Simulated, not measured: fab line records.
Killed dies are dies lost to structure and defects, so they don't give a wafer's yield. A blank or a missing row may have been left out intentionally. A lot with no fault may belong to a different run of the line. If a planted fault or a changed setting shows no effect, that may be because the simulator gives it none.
Chamber matching | flow berkeley-cmos170 | UCB170_SPACER_ETCHBACK_03 on rie-diel-01 has 4 sister chambers
The step etches SiO2 in CHF3/CF4/Ar, stops on Si, target depth 376 nm, time 100 s. 14 wafers are shown with their chamber, then 7 later ones without.

WAFERS PAIRED WITH THEIR CHAMBERS
wafer  | chamber | throttle-valve-pct (%) | drypump-motor-current-A (A) | oes-product-au (a.u.)
L129.1 | 2       | 6.53                   | 6.0                         | 0.892
L129.3 | 3       | 6.45                   | 5.7                         | 0.905
L129.5 | 2       | 6.53                   | 6.0                         | 0.911
L131.1 | 1       | 6.63                   | 5.5                         | 0.865
L131.2 | 2       | 6.53                   | 6.0                         | 0.880
L131.4 | 3       | 6.47                   | 5.7                         | 0.899
L132.1 | 0       | 6.32                   | 5.8                         | 0.875
L132.2 | 2       | 6.54                   | 6.1                         | 0.894
L132.4 | 3       | 6.46                   | 5.7                         | 0.927
L135.1 | 3       | 6.47                   | 5.6                         | 0.910
L135.2 | 2       | 6.53                   | 6.0                         | 0.903
L135.6 | 0       | 6.33                   | 5.9                         | 0.886
L139.1 | 3       | 6.46                   | 5.7                         | 0.911
L139.4 | 1       | 6.63                   | 5.5                         | 0.896

SIGNATURES (averages over the wafers above)
reading                 | chamber 0 | chamber 1 | chamber 2 | chamber 3 | scatter within a chamber
throttle-valve-pct      | 6.3250    | 6.6300    | 6.5320    | 6.4620    | 0.0064
drypump-motor-current-A | 5.850     | 5.500     | 6.020     | 5.680     | 0.0458
oes-product-au          | 0.88050   | 0.88050   | 0.89600   | 0.91040   | 0.0124
Rule: distance of a wafer from a chamber = root of the sum over the readings of ((wafer's reading minus chamber's mean) / reading's scatter) squared. The wafer belongs to the nearest chamber; if the next one is less than 2 further off, it can't be placed. The scatter: take each reading less its chamber's mean, square it, sum over the shown wafers, divide by the number of wafers less the number of chambers, and take the root.

WAFERS MISSING THEIR CHAMBER
wafer  | throttle-valve-pct (%) | drypump-motor-current-A (A) | oes-product-au (a.u.)
L139.5 | 6.63                   | 5.5                         | 0.903
L142.2 | 6.62                   | 5.5                         | 0.887
L142.3 | 6.52                   | 6.0                         | 0.884
L142.5 | 6.52                   | 6.0                         | 0.894
L152.2 | 6.52                   | 6.1                         | 0.903
L152.4 | 6.46                   | 5.7                         | 0.906
L152.6 | 6.48                   | 5.7                         | 0.908

THE CHAMBER EACH PASSED THROUGH
wafer  | from the rows above | in truth
L139.5 | 1                   | 1
L142.2 | 1                   | 1
L142.3 | 2                   | 2
L142.5 | 2                   | 2
L152.2 | 2                   | 2
L152.4 | 3                   | 3
L152.6 | 3                   | 3
Correct placement for 7 of the 7. From these rows, 0 cannot be placed. Wrongly placed: 0.
